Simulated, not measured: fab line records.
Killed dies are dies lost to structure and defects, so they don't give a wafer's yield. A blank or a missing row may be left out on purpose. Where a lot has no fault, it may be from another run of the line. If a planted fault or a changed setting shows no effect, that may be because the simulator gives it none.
Which tool is to blame? :: flow berkeley-cmos170 :: 42 wafers from 14 lots sampled at 3 of the route's 331 steps

WHAT THE GAUGES SHOWED, per wafer
UCB170_NLDD_TW_MEAS_11.
lot: L698
measured: day 7 09:51
on: film-metro-01
NLDD_TW: 2256 2255 2254

lot: L701
measured: day 7 15:29
on: film-metro-04
NLDD_TW: 2214 2227 2215

lot: L700
measured: day 7 17:44
on: film-metro-01
NLDD_TW: 2257 2257 2253

lot: L702
measured: day 9 02:56
on: film-metro-03
NLDD_TW: 2225 2216 2217

lot: L704
measured: day 9 07:54
on: film-metro-03
NLDD_TW: 2225 2229 2224

lot: L706
measured: day 9 08:16
on: film-metro-03
NLDD_TW: 2234 2233 2228

lot: L703
measured: day 9 08:24
on: film-metro-01
NLDD_TW: 2258 2249 2263

lot: L708
measured: day 9 19:24
on: film-metro-04
NLDD_TW: 2211 2226 2220

lot: L711
measured: day 10 03:21
on: film-metro-01
NLDD_TW: 2253 2262 2258

lot: L709
measured: day 10 10:28
on: film-metro-04
NLDD_TW: 2209 2194 2202

lot: L716
measured: day 11 12:29
on: film-metro-01
NLDD_TW: 2252 2250 2260

lot: L714
measured: day 11 12:54
on: film-metro-03
NLDD_TW: 2099 2093 2096

lot: L719
measured: day 12 09:07
on: film-metro-01
NLDD_TW: 2096 2110 2112

lot: L720
measured: day 12 09:31
on: film-metro-03
NLDD_TW: 2224 2237 2223

UCB170_SDANNEAL_RS_MEAS_05: a four-point-probe measurement.
lot: L698
measured: day 7 20:40
on: film-metro-01
NLDD_RS (ohm/sq): 616.3 615.4 615.4

lot: L701
measured: day 8 05:55
on: film-metro-03
NLDD_RS (ohm/sq): 615.4 615.9 615.1

lot: L700
measured: day 8 06:39
on: film-metro-01
NLDD_RS (ohm/sq): 614.8 616.5 616.0

lot: L702
measured: day 9 15:05
on: film-metro-04
NLDD_RS (ohm/sq): 617.6 618.0 616.7

lot: L704
measured: day 9 15:32
on: film-metro-03
NLDD_RS (ohm/sq): 616.0 615.2 616.1

lot: L706
measured: day 9 15:17
on: film-metro-01
NLDD_RS (ohm/sq): 617.8 620.8 618.3

lot: L703
measured: day 9 15:49
on: film-metro-04
NLDD_RS (ohm/sq): 615.5 615.3 615.6

lot: L708
measured: day 10 07:10
on: film-metro-03
NLDD_RS (ohm/sq): 613.1 613.1 614.0

lot: L711
measured: day 10 14:47
on: film-metro-01
NLDD_RS (ohm/sq): 615.3 614.2 616.0

lot: L709
measured: day 10 21:44
on: film-metro-01
NLDD_RS (ohm/sq): 618.2 617.7 618.0

lot: L716
measured: day 12 02:43
on: film-metro-01
NLDD_RS (ohm/sq): 616.0 616.9 617.5

lot: L714
measured: day 12 03:01
on: film-metro-03
NLDD_RS (ohm/sq): 719.3 720.7 718.7

lot: L719
measured: day 12 20:22
on: film-metro-03
NLDD_RS (ohm/sq): 721.8 722.5 723.8

lot: L720
measured: day 12 20:44
on: film-metro-01
NLDD_RS (ohm/sq): 618.1 616.7 618.2

WHAT TOOL EACH LOT RAN ON (gives the tool, then ch and the chambers of the sampled wafers, and finally the start)
lot: L698
UCB170_NLDD_IMPLANT_08: implanter-01 ch 0, day 7 09:27

lot: L701
UCB170_NLDD_IMPLANT_08: implanter-04 ch 0, day 7 15:06

lot: L700
UCB170_NLDD_IMPLANT_08: implanter-04 ch 0, day 7 17:22

lot: L702
UCB170_NLDD_IMPLANT_08: implanter-04 ch 0, day 9 02:33

lot: L704
UCB170_NLDD_IMPLANT_08: implanter-02 ch 0, day 9 07:30

lot: L706
UCB170_NLDD_IMPLANT_08: implanter-01 ch 0, day 9 07:52

lot: L703
UCB170_NLDD_IMPLANT_08: implanter-04 ch 0, day 9 08:02

lot: L708
UCB170_NLDD_IMPLANT_08: implanter-01 ch 0, day 9 19:00

lot: L711
UCB170_NLDD_IMPLANT_08: implanter-01 ch 0, day 10 02:57

lot: L709
UCB170_NLDD_IMPLANT_08: implanter-02 ch 0, day 10 10:04

lot: L716
UCB170_NLDD_IMPLANT_08: implanter-02 ch 0, day 11 12:05

lot: L714
UCB170_NLDD_IMPLANT_08: implanter-01 ch 0, day 11 12:30

lot: L719
UCB170_NLDD_IMPLANT_08: implanter-01 ch 0, day 12 08:43

lot: L720
UCB170_NLDD_IMPLANT_08: implanter-02 ch 0, day 12 09:08
- UCB170_NLDD_IMPLANT_08

AS READ BY THE TOOLS THEMSELVES (means over the sampled wafers that have a number; for cases with no such wafer, the mark the record gives instead)
UCB170_NLDD_IMPLANT_08.
lot: L698
tool: implanter-01
dose-ions-cm2: 5e+13
faraday-current-uA: 163

lot: L701
tool: implanter-04
dose-ions-cm2: 5e+13
faraday-current-uA: 162

lot: L700
tool: implanter-04
dose-ions-cm2: 5e+13
faraday-current-uA: 161

lot: L702
tool: implanter-04
dose-ions-cm2: 5e+13
faraday-current-uA: 156

lot: L704
tool: implanter-02
dose-ions-cm2: 5e+13
faraday-current-uA: 160

lot: L706
tool: implanter-01
dose-ions-cm2: 5e+13
faraday-current-uA: 161

lot: L703
tool: implanter-04
dose-ions-cm2: 5e+13
faraday-current-uA: 156

lot: L708
tool: implanter-01
dose-ions-cm2: 5e+13
faraday-current-uA: 161

lot: L711
tool: implanter-01
dose-ions-cm2: 5e+13
faraday-current-uA: 158

lot: L709
tool: implanter-02
dose-ions-cm2: 5e+13
faraday-current-uA: 161

lot: L716
tool: implanter-02
dose-ions-cm2: 5e+13
faraday-current-uA: 162

lot: L714
tool: implanter-01
dose-ions-cm2: 3e+13
faraday-current-uA: 89

lot: L719
tool: implanter-01
dose-ions-cm2: 3e+13
faraday-current-uA: 93

lot: L720
tool: implanter-02
dose-ions-cm2: 5e+13
faraday-current-uA: 159

THE ANSWER, worked out from the rows above alone
Rule: usual is defined by the lots themselves. Put in order of their means at a reading, lots are off if they are a third of the lots or fewer, leave a main group of 4 or more, and stand apart from it by a gap of 3 or more times the standard deviation of the main group's means; of several such gaps the widest counts. The tables above print the reading to a certain number of digits; a main group whose means all agree to those digits is not used. A lot without any number at a reading at which 4 lots or more have one is off too. Where the step has rows for the other lots, those lots are counted as sound. After the gauges, taken in route order, come the tools' own readings; for these a lot's mean is taken, as printed above. The first step at which some lot is off is used, and at that step the reading that is off furthest; a lot without a number counts as furthest.
Off: L714, L719, seen at UCB170_NLDD_TW_MEAS_11 (NLDD_TW). Mean 2235 and standard deviation 19 in the main group.
A tool fits if, at a process step before that reading, it ran every lot that is off, and no sound lot after the first of them. The gauges at UCB170_NLDD_TW_MEAS_11 aren't tried: what is off there is off at UCB170_NLDD_IMPLANT_08 too, on other tools, and a gauge's error can't cause that. One candidate fits, namely implanter-01 at UCB170_NLDD_IMPLANT_08. A fault onset in the window from L711 (day 10 02:57, its last sound lot) to L714 (day 11 12:30, its first lot off) fits.
The tool's own readings at UCB170_NLDD_IMPLANT_08 bear it out: on the lots that are off they differ by more than 5 times the standard deviation of the sound lots' means. dose-ions-cm2 reads 3e+13 there against 5e+13 on the sound lots; faraday-current-uA reads 91 there against 160 on the sound lots.

WHAT THE SIMULATOR HAD INSERTED
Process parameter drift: implanter-01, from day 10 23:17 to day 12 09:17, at UCB170_NLDD_IMPLANT_08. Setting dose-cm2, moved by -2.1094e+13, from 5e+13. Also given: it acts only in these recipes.
Lots struck among those shown: L714, L719. The rule above reached the same finding.
